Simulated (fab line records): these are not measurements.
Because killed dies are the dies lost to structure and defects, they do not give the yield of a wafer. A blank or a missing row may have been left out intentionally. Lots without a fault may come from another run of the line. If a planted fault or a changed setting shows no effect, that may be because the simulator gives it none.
fab line records	flow rit-cmos
record: lots: 6	wafers: 18	last-day: 7
route steps=202 shown SDANNEAL@156 PSD@157 NSD@158 PLDD@159 NLDD@160 SILICIDE@161 CONTACT@168
lots with no fault: from the same line, run without faults
start-h: the number of hours between the record's first day and the start of the first shown wafer of the lot	wait-h: how many hours have passed since the lot's step before this one	" the same as in the row above	L1.1+2: a single row standing in for several wafers	- no value present, or no start provided	* or withheld: withheld	< > ~ a bound
route shown NAME@n: NAME is a module with steps in the file, n the number in the route of the first one	usual: mean/standard deviation of fault-free wafers	same: alike in all rows	chamber/n: place in a boat	sites: readings site by site	_std_site: the values' standard deviation	_edge_site: mean of outer sites minus mean of inner sites	radius-mm: how far each site lies from the wafer's centre	mask NAME#n: copy n	behind: tool/chamber where the wafer was last shaped	hold: reason for holding the lot/hours on hold/outcome of the hold	device: transistor that didn't switch, given as n, p or np	end of line: tests of these same wafers at the route's end	a step without rows: its recipe alone	killed: count of dies lost to structure and defects at first sort (not the wafer's yield)	map: dies across one wafer; x = killed, . = not, _ = none there
set.NAME: the setting the step ran with; set.NAME@STEP: the setting that earlier step ran with	model.NAME: the simulator's own value behind a step, which no gauge read
lots seen at some steps along the route; tables by step, rows by wafer
services: the hour from which a tool's chamber was out of use, counted from the record's first day as start-h (under 0 if before that day), plus the number of hours and why
== steps ==
step: RIT_SDANNEAL_RTA_03
recipe: temp-c: 1050	time-s: 5	idle-temp-c: 600	ramp-up-c-per-s: 342	ramp-down-c-per-s: 171	cool-to-c: 600	ambient: N2
usual: wafer_temp_C_max: 1053.5/1.1
lot.wafer	tool	chamber	start-h	wait-h	wafer_temp_C_max
L361.1	rtp-anneal-01	0	79.41	0.0	1054.0
L361.2	"	0	"	"	1054.6
L361.5	"	0	"	"	1055.4
L362.1	rtp-anneal-02	0	83.80	0.0	1053.6
L362.3	"	0	"	"	1052.8
L362.4	"	0	"	"	1053.7
L367.1	rtp-anneal-01	0	111.54	0.0	1054.8
L367.5	"	0	"	"	1052.4
L367.6	"	0	"	"	1053.6
L371.1	rtp-anneal-01	0	128.96	0.0	1053.1
L371.5	"	0	"	"	1052.9
L371.6	"	0	"	"	1052.1
L376.2	rtp-anneal-02	0	153.81	0.0	1052.5
L376.4	"	0	"	"	1056.0
L376.5	"	0	"	"	1052.6
L378.3	rtp-anneal-02	0	166.11	0.0	1053.0
L378.5	"	0	"	"	1054.0
L378.6	"	0	"	"	1052.2
step: RIT_SDANNEAL_RS_MEAS_04
recipe: thk-meas-gauge: four-point-probe
usual: PSD_RS: 115.9/0.33
lot.wafer	tool	chamber	start-h	wait-h	PSD_RS[ohm/sq]
L361.1	film-metro-03	-	79.47	0.0	116.0
L361.2	"	-	"	"	116.1
L361.5	"	-	"	"	115.9
L362.1	film-metro-02	-	83.86	0.0	115.9
L362.3	"	-	"	"	116.2
L362.4	"	-	"	"	115.8
L367.1	film-metro-03	-	111.60	0.0	115.6
L367.5	"	-	"	"	115.6
L367.6	"	-	"	"	116.0
L371.1	film-metro-02	-	129.02	0.0	115.8
L371.5	"	-	"	"	115.6
L371.6	"	-	"	"	115.6
L376.2	film-metro-01	-	153.88	0.1	116.4
L376.4	"	-	"	"	116.5
L376.5	"	-	"	"	116.2
L378.3	film-metro-03	-	166.18	0.1	115.0
L378.5	"	-	"	"	115.4
L378.6	"	-	"	"	115.5
step: RIT_SDANNEAL_RS_MEAS_05
recipe: thk-meas-gauge: four-point-probe
usual: NSD_RS: 84.54/0.28
lot.wafer	tool	chamber	start-h	wait-h	NSD_RS[ohm/sq]
L361.1	film-metro-03	-	79.59	0.1	84.33
L361.2	"	-	"	"	84.30
L361.5	"	-	"	"	84.34
L362.1	film-metro-02	-	83.98	0.1	84.53
L362.3	"	-	"	"	84.64
L362.4	"	-	"	"	84.86
L367.1	film-metro-03	-	111.72	0.1	84.68
L367.5	"	-	"	"	84.52
L367.6	"	-	"	"	84.56
L371.1	film-metro-02	-	129.14	0.1	84.66
L371.5	"	-	"	"	84.22
L371.6	"	-	"	"	84.71
L376.2	film-metro-01	-	154.00	0.1	84.69
L376.4	"	-	"	"	84.99
L376.5	"	-	"	"	84.76
L378.3	film-metro-03	-	166.30	0.1	84.42
L378.5	"	-	"	"	84.39
L378.6	"	-	"	"	84.29
step: RIT_SDANNEAL_RS_MEAS_06
recipe: thk-meas-gauge: four-point-probe
usual: PLDD_RS: 179.7/0.51
lot.wafer	tool	chamber	start-h	wait-h	PLDD_RS[ohm/sq]
L361.1	film-metro-03	-	79.71	0.1	179.9
L361.2	"	-	"	"	180.4
L361.5	"	-	"	"	179.8
L362.1	film-metro-02	-	84.10	0.1	179.6
L362.3	"	-	"	"	178.8
L362.4	"	-	"	"	179.4
L367.1	film-metro-03	-	111.84	0.1	180.0
L367.5	"	-	"	"	179.4
L367.6	"	-	"	"	180.0
L371.1	film-metro-02	-	129.26	0.1	179.9
L371.5	"	-	"	"	179.5
L371.6	"	-	"	"	179.7
L376.2	film-metro-01	-	154.12	0.1	179.8
L376.4	"	-	"	"	180.2
L376.5	"	-	"	"	179.8
L378.3	film-metro-03	-	166.42	0.1	178.7
L378.5	"	-	"	"	178.6
L378.6	"	-	"	"	178.7
step: RIT_SDANNEAL_RS_MEAS_07
recipe: thk-meas-gauge: four-point-probe
usual: NLDD_RS: 151.3/0.5
lot.wafer	tool	chamber	start-h	wait-h	NLDD_RS[ohm/sq]
L361.1	film-metro-03	-	79.83	0.1	150.8
L361.2	"	-	"	"	150.7
L361.5	"	-	"	"	151.2
L362.1	film-metro-02	-	84.22	0.1	150.7
L362.3	"	-	"	"	150.8
L362.4	"	-	"	"	151.0
L367.1	film-metro-03	-	111.96	0.1	151.5
L367.5	"	-	"	"	151.4
L367.6	"	-	"	"	151.1
L371.1	film-metro-02	-	129.38	0.1	150.4
L371.5	"	-	"	"	150.8
L371.6	"	-	"	"	151.1
L376.2	film-metro-01	-	154.24	0.1	151.8
L376.4	"	-	"	"	151.4
L376.5	"	-	"	"	151.9
L378.3	film-metro-03	-	166.54	0.1	151.4
L378.5	"	-	"	"	151.2
L378.6	"	-	"	"	150.9
step: RIT_SILICIDE_WET_ETCH_00
recipe: chemistry: BOE	target: SiO2	target-depth-nm: 14	time-s: 15	dry: n2-spin	dilution: 10:1	temp-c: 21.5
step: RIT_SILICIDE_SPUTTER_01
recipe: material: Ti	target-thk-nm: 30	power-w: 350	chamber-pressure-pa: 0.667	gas: Ar	time-s: 240	substrate-temp-c: 25
usual: throttle-valve-pct: 29.8/1.3
lot.wafer	tool	chamber	start-h	wait-h	throttle-valve-pct
L361.1	pvd-sputter-01	-	79.96	0.0	29.5
L361.2	"	-	"	"	29.7
L361.5	"	-	"	"	29.8
L362.1	pvd-sputter-04	-	84.35	0.0	30.2
L362.3	"	-	"	"	31.8
L362.4	"	-	"	"	28.4
L367.1	pvd-sputter-01	-	112.09	0.0	29.9
L367.5	"	-	"	"	27.8
L367.6	"	-	"	"	29.6
L371.1	pvd-sputter-01	-	129.51	0.0	29.8
L371.5	"	-	"	"	29.4
L371.6	"	-	"	"	31.4
L376.2	pvd-sputter-04	-	154.35	0.0	31.8
L376.4	"	-	"	"	30.2
L376.5	"	-	"	"	31.8
L378.3	pvd-sputter-04	-	166.64	0.0	29.1
L378.5	"	-	"	"	28.6
L378.6	"	-	"	"	31.5
step: RIT_SILICIDE_RS_MEAS_02
recipe: thk-meas-gauge: four-point-probe	reads: Ti_of_SILICIDE_SPUTTER_01
usual: SILICIDE_TI_RS: 48.2/0.89
lot.wafer	tool	chamber	start-h	wait-h	SILICIDE_TI_RS[ohm/sq]
L361.1	film-metro-02	-	80.11	0.1	48.0
L361.2	"	-	"	"	49.9
L361.5	"	-	"	"	49.4
L362.1	film-metro-01	-	84.50	0.1	47.3
L362.3	"	-	"	"	48.5
L362.4	"	-	"	"	47.7
L367.1	film-metro-04	-	112.24	0.1	50.1
L367.5	"	-	"	"	48.3
L367.6	"	-	"	"	49.7
L371.1	film-metro-04	-	129.66	0.1	48.1
L371.5	"	-	"	"	46.5
L371.6	"	-	"	"	47.8
L376.2	film-metro-01	-	154.52	0.1	49.9
L376.4	"	-	"	"	48.7
L376.5	"	-	"	"	49.7
L378.3	film-metro-04	-	166.83	0.1	49.0
L378.5	"	-	"	"	48.6
L378.6	"	-	"	"	49.1
step: RIT_SILICIDE_THK_MEAS_03
recipe: thk-meas-gauge: xrf	reads: Ti_of_SILICIDE_SPUTTER_01
usual: SILICIDE_TI_THK: 29.8/0.44
lot.wafer	tool	chamber	start-h	wait-h	SILICIDE_TI_THK[nm]
L361.1	film-metro-02	-	80.23	0.1	30.1
L361.2	"	-	"	"	29.2
L361.5	"	-	"	"	29.3
L362.1	film-metro-01	-	84.62	0.1	30.5
L362.3	"	-	"	"	30.0
L362.4	"	-	"	"	30.3
L367.1	film-metro-04	-	112.36	0.1	28.7
L367.5	"	-	"	"	29.6
L367.6	"	-	"	"	28.9
L371.1	film-metro-04	-	129.78	0.1	29.7
L371.5	"	-	"	"	30.6
L371.6	"	-	"	"	30.0
L376.2	film-metro-01	-	154.63	0.1	29.1
L376.4	"	-	"	"	29.5
L376.5	"	-	"	"	28.9
L378.3	film-metro-04	-	166.93	0.1	29.4
L378.5	"	-	"	"	29.7
L378.6	"	-	"	"	29.4
step: RIT_SILICIDE_RTA_04
recipe: temp-c: 650	time-s: 10.45	idle-temp-c: 25	ramp-up-s: 5	ramp-down-s: 5	cool-to-c: 25	ambient: N2
usual: wafer_temp_C_max: 652.9/1
lot.wafer	tool	chamber	start-h	wait-h	wafer_temp_C_max
L361.1	rtp-anneal-02	0	80.29	0.1	653.5
L361.2	"	0	"	"	654.4
L361.5	"	0	"	"	654.6
L362.1	rtp-anneal-01	0	84.68	0.1	652.5
L362.3	"	0	"	"	652.0
L362.4	"	0	"	"	652.0
L367.1	rtp-anneal-02	0	112.42	0.1	653.0
L367.5	"	0	"	"	653.3
L367.6	"	0	"	"	653.9
L371.1	rtp-anneal-02	0	129.84	0.1	653.1
L371.5	"	0	"	"	652.9
L371.6	"	0	"	"	654.1
L376.2	rtp-anneal-01	0	154.69	0.1	651.9
L376.4	"	0	"	"	652.0
L376.5	"	0	"	"	652.1
L378.3	rtp-anneal-01	0	166.99	0.1	652.1
L378.5	"	0	"	"	652.3
L378.6	"	0	"	"	652.1
step: RIT_SILICIDE_WET_ETCH_05
recipe: chemistry: SPM	target: Ti	temp-c: 90	time-s: 120	dry: n2-spin
step: RIT_SILICIDE_RTA_06
recipe: temp-c: 750	time-s: 10	idle-temp-c: 25	ramp-up-s: 5	ramp-down-s: 10	cool-to-c: 25	ambient: N2
usual: wafer_temp_C_max: 753.4/1.4
lot.wafer	tool	chamber	start-h	wait-h	wafer_temp_C_max
L361.1	rtp-anneal-01	0	80.41	0.0	751.8
L361.2	"	0	"	"	752.4
L361.5	"	0	"	"	752.9
L362.1	rtp-anneal-02	0	84.80	0.0	753.5
L362.3	"	0	"	"	753.7
L362.4	"	0	"	"	754.0
L367.1	rtp-anneal-01	0	112.53	0.0	751.6
L367.5	"	0	"	"	751.9
L367.6	"	0	"	"	751.3
L371.1	rtp-anneal-01	0	129.95	0.0	752.5
L371.5	"	0	"	"	752.3
L371.6	"	0	"	"	753.2
L376.2	rtp-anneal-02	0	154.80	0.0	757.7
L376.4	"	0	"	"	755.7
L376.5	"	0	"	"	753.5
L378.3	rtp-anneal-02	0	167.10	0.0	754.7
L378.5	"	0	"	"	753.2
L378.6	"	0	"	"	755.3
step: RIT_CONTACT_CVD_00
recipe: material: SiO2	target-thk-nm: 400	precursor: TEOS	temp-c: 390	time-s: 61	rf-w: 400
usual: heater-power-w: 319/47	rf-fwd-power-W: 396.9/1.3
lot.wafer	tool	chamber	start-h	wait-h	heater-power-w	rf-fwd-power-W	model.SiO2_of_CONTACT_CVD_00.thk-nm
L361.1	pecvd-03	0	80.54	0.1	240	397.3	405.6
L361.2	"	1	"	"	368	397.2	403.4
L361.5	"	2	"	"	279	398.3	410
L362.1	pecvd-01	1	84.86	0.1	280	397.1	398.7
L362.3	"	0	"	"	329	396.3	396.8
L362.4	"	0	"	"	339	397.4	403.1
L367.1	pecvd-03	1	112.60	0.1	387	396.1	394.2
L367.5	"	0	"	"	314	398.0	566.1
L367.6	"	2	"	"	319	398.5	396.8
L371.1	pecvd-03	1	130.02	0.1	396	394.8	401.8
L371.5	"	0	"	"	301	398.9	571.3
L371.6	"	1	"	"	307	394.8	410.5
L376.2	pecvd-01	2	154.85	0.0	346	398.8	401.1
L376.4	"	1	"	"	269	396.5	411.9
L376.5	"	2	"	"	369	397.4	408.1
L378.3	pecvd-04	2	167.14	0.0	313	393.6	391.5
L378.5	"	2	"	"	313	394.7	398
L378.6	"	0	"	"	343	396.9	392.7
step: RIT_CONTACT_THK_MEAS_01
recipe: reads: SiO2_of_CONTACT_CVD_00
usual: CONTACT_TEOS_THK: 400/5.8
lot.wafer	tool	chamber	start-h	wait-h	hold	CONTACT_TEOS_THK[nm]
L361.1	film-metro-01	-	80.59	0.0	-	406
L361.2	"	-	"	"	-	403
L361.5	"	-	"	"	-	410
L362.1	film-metro-01	-	84.91	0.0	-	399
L362.3	"	-	"	"	-	397
L362.4	"	-	"	"	-	403
L367.1	film-metro-03	-	112.65	0.0	await-dispo/0.2h/release	394
L367.5	"	-	"	"	await-dispo/0.2h/release	566
L367.6	"	-	"	"	await-dispo/0.2h/release	397
L367.1	film-metro-03	-	112.87	0.2	-	394
L367.5	"	-	"	"	-	566
L367.6	"	-	"	"	-	397
L371.1	film-metro-01	-	130.07	0.0	await-dispo/0.2h/release	402
L371.5	"	-	"	"	await-dispo/0.2h/release	571
L371.6	"	-	"	"	await-dispo/0.2h/release	411
L371.1	film-metro-01	-	130.30	0.2	-	402
L371.5	"	-	"	"	-	571
L371.6	"	-	"	"	-	411
L376.2	film-metro-03	-	154.91	0.0	-	401
L376.4	"	-	"	"	-	412
L376.5	"	-	"	"	-	408
L378.3	film-metro-04	-	167.21	0.0	-	391
L378.5	"	-	"	"	-	398
L378.6	"	-	"	"	-	393
step: RIT_CONTACT_COAT_03
recipe: resist: NOVOLAK	spin-rpm: 3250	resist-thk-nm: 1000
step: RIT_CONTACT_SOFTBAKE_04
recipe: resist: NOVOLAK	temp-c: 90	time-s: 60
step: RIT_CONTACT_EXPOSE_05
recipe: mask-id: M11	na: 0.6	source-shape: conventional	sigma-outer: 0.5	target-cd-nm: 1000	dose-mj: 250
step: RIT_CONTACT_PEB_06
recipe: resist: NOVOLAK	temp-c: withheld	time-s: withheld
step: RIT_CONTACT_DEVELOP_07
recipe: resist: NOVOLAK	develop-time-s: 124.3	dev-temp-c: 23
step: RIT_CONTACT_CD_MEAS_08
recipe: target-cd-nm: 1000
usual: cd-nm: 1000.6/2
lot.wafer	tool	chamber	start-h	wait-h	cd-nm
L361.1	cd-sem-01	-	81.75	-	1002.6
L361.2	"	-	"	"	1004.0
L361.5	"	-	"	"	1003.0
L362.1	cd-sem-01	-	86.07	-	1002.4
L362.3	"	-	"	"	1004.0
L362.4	"	-	"	"	1004.2
L367.1	cd-sem-02	-	115.54	-	1001.1
L367.5	"	-	"	"	1002.0
L367.6	"	-	"	"	1001.0
L371.1	cd-sem-02	-	134.24	-	1000.5
L371.5	"	-	"	"	999.3
L371.6	"	-	"	"	1001.8
L376.2	cd-sem-01	-	156.08	-	1001.0
L376.4	"	-	"	"	1000.8
L376.5	"	-	"	"	998.7
L378.3	cd-sem-02	-	168.38	-	1003.4
L378.5	"	-	"	"	1001.7
L378.6	"	-	"	"	1001.7
step: RIT_CONTACT_OVL_MEAS_09
usual: CONTACT_OVL: -0.8/1.3
lot.wafer	tool	chamber	start-h	wait-h	CONTACT_OVL[nm]
L361.1	overlay-01	-	81.87	0.1	-2.7
L361.2	"	-	"	"	-1.2
L361.5	"	-	"	"	-1.4
L362.1	overlay-02	-	86.19	0.1	0.7
L362.3	"	-	"	"	-1.1
L362.4	"	-	"	"	0.2
L367.1	overlay-02	-	115.66	0.1	0.6
L367.5	"	-	"	"	0.1
L367.6	"	-	"	"	-1.6
L371.1	overlay-01	-	134.36	0.1	0.9
L371.5	"	-	"	"	-0.2
L371.6	"	-	"	"	-0.4
L376.2	overlay-01	-	156.18	0.1	-2.2
L376.4	"	-	"	"	-1.3
L376.5	"	-	"	"	-3.7
L378.3	overlay-01	-	168.48	0.1	-0.7
L378.5	"	-	"	"	-1.0
L378.6	"	-	"	"	-0.2
step: RIT_CONTACT_HARDBAKE_10
recipe: resist: NOVOLAK	temp-c: 140	time-s: 60
step: RIT_CONTACT_ETCH_11
recipe: target-depth-a: 4800	over-etch-frac: 0.2	stop-on: TiSi2	chemistry: CHF3/CF4/Ar	target: SiO2	CHF3_flow_sccm: 50	cf4-flow-sccm: 10	Ar_flow_sccm: 100	O2_flow_sccm: 5	pressure-mtorr: 100	rf-w: 200	time-s: 320
usual: CHF3_flow_sccm: 50.01/0.14	cf4-flow-sccm: 10.000/0.03	drypump-motor-current-A: 5.91/0.26	mfc-ar-sccm: 100.02/0.29	oes-product-au: 0.992/0.012	rf-fwd-power-W: 199.6/0.63	throttle-valve-pct: 8.84/0.12
lot.wafer	tool	chamber	start-h	wait-h	CHF3_flow_sccm	cf4-flow-sccm	drypump-motor-current-A	mfc-ar-sccm	oes-product-au	rf-fwd-power-W	rf-hours-counter-h	throttle-valve-pct	model.etch.depth-nm	model.CONTACT.feature-depth-nm
L361.1	rie-diel-03	1	82.06	0.1	49.80	10.017	5.72	100.36	0.987	200.4	39	9.09	405.6	405.6
L361.2	"	3	"	"	50.00	9.994	5.78	100.49	1.002	200.8	6	8.69	403.4	403.4
L361.5	"	3	"	"	50.00	9.992	5.76	100.23	0.994	201.1	-	8.69	410	410
L362.1	rie-diel-03	0	86.37	0.1	50.16	9.990	6.31	100.30	0.973	200.0	48	8.89	398.7	398.7
L362.3	"	1	"	"	49.94	9.982	5.71	99.90	0.988	200.1	39	9.08	396.8	396.8
L362.4	"	3	"	"	49.76	10.034	5.74	100.01	0.994	199.6	6	8.70	403.1	403.1
L367.1	rie-diel-03	2	115.87	0.1	50.22	9.996	6.32	99.64	0.975	198.6	106	8.55	394.2	394.2
L367.5	"	1	"	"	49.94	10.002	5.72	100.08	0.999	199.6	-	9.07	491.4	491.4
L367.6	"	2	"	"	50.27	9.992	6.29	100.04	0.982	199.2	-	8.54	396.8	396.8
L371.1	rie-diel-04	2	134.59	0.1	49.93	9.989	6.05	100.18	1.017	200.9	1	8.85	401.8	401.8
L371.5	"	1	"	"	49.67	10.035	5.94	100.29	0.994	199.4	-	8.92	476.7	476.7
L371.6	"	2	"	"	49.71	10.039	6.04	100.03	1.009	199.4	-	8.83	410.5	410.5
L376.2	rie-diel-01	0	156.36	0.1	49.88	10.008	6.23	100.24	1.024	199.3	28	8.79	401.1	401.1
L376.4	"	3	"	"	49.95	10.073	5.82	99.94	0.990	200.6	-	8.90	411.9	411.9
L376.5	"	2	"	"	49.87	9.964	5.83	99.80	0.995	199.6	-	8.92	408.1	408.1
L378.3	rie-diel-04	0	168.65	0.1	49.78	9.961	5.54	99.81	0.998	200.4	85	8.80	391.5	391.5
L378.5	"	3	"	"	50.06	9.993	5.58	99.78	0.997	198.2	-	8.82	398	398
L378.6	"	0	"	"	49.99	9.963	5.53	99.42	1.002	199.9	-	8.81	392.7	392.7
step: RIT_CONTACT_STRIP_12
recipe: chemistry: O2	time-s: 180	resist: NOVOLAK	platen-temp-c: withheld	power-w: 500	pressure-mtorr: 4000	o2-flow-sccm: 4000
usual: drypump-motor-current-A: 5.91/0.29	rf-refl-power-W: 5.8/0.93
lot.wafer	tool	chamber	start-h	wait-h	drypump-motor-current-A	rf-hours-counter-h	rf-refl-power-W
L361.1	plasma-asher-02	1	82.25	0.1	6.05	46	7.1
L361.2	"	0	"	"	5.96	46	5.3
L361.5	"	1	"	"	6.10	-	7.1
L362.1	plasma-asher-04	0	86.57	0.1	6.28	44	5.2
L362.3	"	1	"	"	5.26	-	4.4
L362.4	"	0	"	"	6.29	-	5.0
L367.1	plasma-asher-03	0	116.33	0.4	6.10	35	5.9
L367.5	"	0	"	"	6.11	-	5.6
L367.6	"	1	"	"	5.73	-	6.5
L371.1	plasma-asher-03	0	135.02	0.3	6.11	37	5.7
L371.5	"	0	"	"	6.12	-	6.0
L371.6	"	1	"	"	5.72	-	7.1
L376.2	plasma-asher-04	1	156.56	0.1	5.28	52	4.3
L376.4	"	0	"	"	6.28	-	5.1
L376.5	"	1	"	"	5.26	-	4.4
L378.3	plasma-asher-03	1	168.90	0.2	5.77	-	6.8
L378.5	"	0	"	"	6.11	-	6.0
L378.6	"	1	"	"	5.73	-	7.2
step: RIT_CONTACT_CD_MEAS_90
recipe: target-cd-nm: 1000
usual: cd-nm: 1000.7/2.1
lot.wafer	tool	chamber	start-h	wait-h	cd-nm
L361.1	cd-sem-02	-	82.43	0.1	1003.2
L361.2	"	-	"	"	1004.1
L361.5	"	-	"	"	1003.0
L362.1	cd-sem-01	-	86.74	0.1	1002.5
L362.3	"	-	"	"	1005.0
L362.4	"	-	"	"	1003.9
L367.1	cd-sem-01	-	116.51	0.1	1001.1
L367.5	"	-	"	"	1002.1
L367.6	"	-	"	"	1001.4
L371.1	cd-sem-02	-	135.19	0.1	1000.6
L371.5	"	-	"	"	999.3
L371.6	"	-	"	"	1001.2
L376.2	cd-sem-01	-	156.75	0.1	1001.0
L376.4	"	-	"	"	1000.9
L376.5	"	-	"	"	998.8
L378.3	cd-sem-02	-	169.06	0.1	1003.6
L378.5	"	-	"	"	1001.7
L378.6	"	-	"	"	1002.2
step: RIT_CONTACT_CLEAN_13
recipe: chemistry: SC1	mix: 3:3:50	time-s: 600	temp-c: 75
lot.wafer	tool	chamber	start-h	wait-h	model.SiO2_of_CONTACT_CVD_00.thk-nm
L361.1	wet-bench-01	1	82.55	0.1	401.5
L361.2	"	1	"	"	399.2
L361.5	"	1	"	"	405.8
L362.1	wet-bench-01	0	86.86	0.1	394.6
L362.3	"	0	"	"	392.7
L362.4	"	0	"	"	399
L367.1	wet-bench-02	0	116.63	0.1	390.1
L367.5	"	0	"	"	561.9
L367.6	"	0	"	"	392.7
L371.1	wet-bench-01	0	135.36	0.2	397.6
L371.5	"	0	"	"	567.2
L371.6	"	0	"	"	406.3
L376.2	wet-bench-04	3	156.85	0.1	397
L376.4	"	3	"	"	407.8
L376.5	"	3	"	"	403.9
L378.3	wet-bench-02	2	169.14	0.1	387.4
L378.5	"	2	"	"	393.9
L378.6	"	2	"	"	388.6
step: RIT_CONTACT_CLEAN_14
recipe: chemistry: SC2	mix: 3:3:50	time-s: 600	temp-c: 75	dry: n2-spin
== services ==
tool	chamber	start-h	hours	kind
rie-diel-04	2	71.33	-	clean
rie-diel-04	2	71.33	14.6	scheduled-down
rie-diel-04	2	71.33	14.6	vent-cycle
plasma-asher-03	-	71.77	2.8	pm
rie-diel-04	3	77.90	5.4	repair
plasma-asher-04	-	83.19	3.2	repair
pvd-sputter-04	-	86.70	6.6	repair
pecvd-01	-	96.20	1.1	repair
pvd-sputter-01	-	103.62	2.4	repair
rie-diel-03	-	105.71	4.3	pm
pecvd-01	1	119.46	8.4	repair
pecvd-03	-	122.09	5.5	pm
pvd-sputter-01	-	124.01	4.9	repair
pecvd-01	2	136.91	9.7	repair
plasma-asher-04	-	139.44	1.2	repair
plasma-asher-02	-	152.50	10.0	pm
pvd-sputter-04	-	155.97	1.9	repair
rie-diel-01	2	162.57	4.2	repair
== key ==
first-sign: step: RIT_CONTACT_THK_MEAS_01	reading: visit	direction: added
effect: step: RIT_CONTACT_THK_MEAS_01	reading: CONTACT_TEOS_THK	direction: up	sigmas: 29	usual: 400	struck: 569
model-effect: step: RIT_CONTACT_CVD_00	value: SiO2_of_CONTACT_CVD_00.thk-nm	without: 407.5	struck: 568.7
model-effect: step: RIT_CONTACT_ETCH_11	value: etch.depth-nm	without: 407.5	struck: 484
model-effect: step: RIT_CONTACT_CLEAN_13	value: SiO2_of_CONTACT_CVD_00.thk-nm	without: 403.4	struck: 564.6
met-at RIT_CONTACT_CVD_00
struck-wafers L367.5,L371.5
later-rows-left-out L367.5,L371.5
sort-left-out L367.5,L371.5
tester-left-out L367,L371
onset-between 80.54 112.60
fault: kind: process-parameter-drift	tool: pecvd-03	chamber: 0	onset-h: 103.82	steps: RIT_CONTACT_CVD_00	channel: target-thk-nm	offset: 160	shape: step	end-h: 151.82	stated: 400
tester-left-out: of these lots the tester's yield and bins aren't shown, on N5 and GAA mostly nor the transistor test; their killed dies are dies lost to structure and defects alone, not to doping, threshold or leakage, so they don't give the yield
sort-left-out: the simulated sort isn't trusted on such a fault, so these wafers' sort isn't shown, and their yield isn't known
later-rows-left-out: the simulator's readings of these wafers behind a module that went badly wrong aren't trusted and aren't shown, but for the sort
